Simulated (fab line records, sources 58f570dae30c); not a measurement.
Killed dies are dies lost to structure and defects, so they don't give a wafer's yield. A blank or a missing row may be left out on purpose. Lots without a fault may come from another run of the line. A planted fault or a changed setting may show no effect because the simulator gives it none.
Problem report in the 8D (eight disciplines) form, filled by code | flow berkeley_cmos170 | the parts of the form that need people (team, actions taken, sign-off) are left out

1. THE PROBLEM
strip_time_to_endpoint_s at UCB170_NWELL_STRIP_15 reads a mean of 16.14 s on 1 wafer of 1 lot; wafers without a fault read 18.02 s with a standard deviation of 0.076. That is -25 standard deviations from the usual mean.
The step: strips in O2.
First seen on wafer L428.3, day 4 13:41, on plasma_asher-01. The record holds 39 wafers of 13 lots with a number at this step. Rule for "out", or "out of limits": more than 4 standard deviations from the usual mean. The other wafers with a number count as sound.

2. WHAT IT IS AND WHAT IT IS NOT
question                    | is                       | is not
which readings at this step | strip_time_to_endpoint_s | drypump_motor_current_A, oes_product_au
which lots                  | L428                     | L418, L420, L421, L422, L423, L424, L425, L426, L434, L438, L439, L440
which wafers of those lots  | L428.3                   | L428.2, L428.6
read on which tools         | plasma_asher-01          | plasma_asher-02, plasma_asher-03
when                        | from day 4 13:41         | up to then (26 sound wafers); but 12 sound wafers of L434, L438, L439, L440 came after

3. SUSPECTS, AND WHAT RULES EACH OUT
Counting: a tool at a process step up to the reading stays a suspect if it ran every lot that is out. Sound lots after the first of them don't rule it out here, since some wafers of a struck lot are sound.
- rie_diel-01 at UCB170_NWELL_ETCH_13 (etches Si3N4 in CH3F/Ar/O2, stops on SiO2, target depth 246.4 nm, time 154 s): kept. It ran the lot that is out, L428 (day 4 13:26); its last sound lot up to then is L424 (day 3 20:16).
- plasma_asher-01 at UCB170_NWELL_STRIP_15 (strips in O2): kept. It ran the lot that is out, L428 (day 4 13:41); its last sound lot up to then is L426 (day 4 04:13). Its own readings are out on those wafers: strip_time_to_endpoint_s.
- Within rie_diel-01 at UCB170_NWELL_ETCH_13: the wafers that are out ran in chamber 1; their sound lot-mates ran in chambers 2, 3.
- Within plasma_asher-01 at UCB170_NWELL_STRIP_15: the wafers that are out ran in chamber 1; their sound lot-mates ran in chamber 0.
Left after counting: rie_diel-01 at UCB170_NWELL_ETCH_13, plasma_asher-01 at UCB170_NWELL_STRIP_15.

4. THE CAUSE (what the simulator had put in)
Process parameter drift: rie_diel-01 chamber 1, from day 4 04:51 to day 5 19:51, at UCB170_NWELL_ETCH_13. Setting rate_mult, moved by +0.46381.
Counting left 2 suspects, and this tool is among them.

5. THE CHAIN OF EFFECTS, in route order
Each row: a reading whose mean over the struck wafers that have a number lies more than 3 standard deviations from the usual. Only readings for which the record gives a usual standard deviation are gone through. hours: the time from each lot's start at the first step in this table that gives one to its start at this step, as a median over the lots. sigmas: the change in usual standard deviations.
hours | step                  | reading                  | usual   | on struck wafers | change | sigmas
0     | UCB170_NWELL_STRIP_15 | strip_time_to_endpoint_s | 18.02 s | 16.14            | -1.88  | -25
The process steps in it:
- UCB170_NWELL_STRIP_15: strips in O2.
Later measuring or inspecting steps at which every struck wafer that the step has a row for has a number for every such reading, and none has moved that far: UCB170_PWELL_OVL_MEAS_13, UCB170_SACOX_THK_MEAS_02.

6. WHAT WOULD HAVE CAUGHT IT SOONER
In this record the first reading out of limits was taken at day 4 13:41, 9 hours after the fault began at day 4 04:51.
Of the tool readings at UCB170_NWELL_ETCH_13 for which the record gives a usual standard deviation, none was out on any struck wafer, so an alarm limit of 4 standard deviations on them would not have fired.
All the lots that are out (1) had begun UCB170_NWELL_ETCH_13 on rie_diel-01 by day 4 13:41. A hold on the tool at that time would have spared none of them.
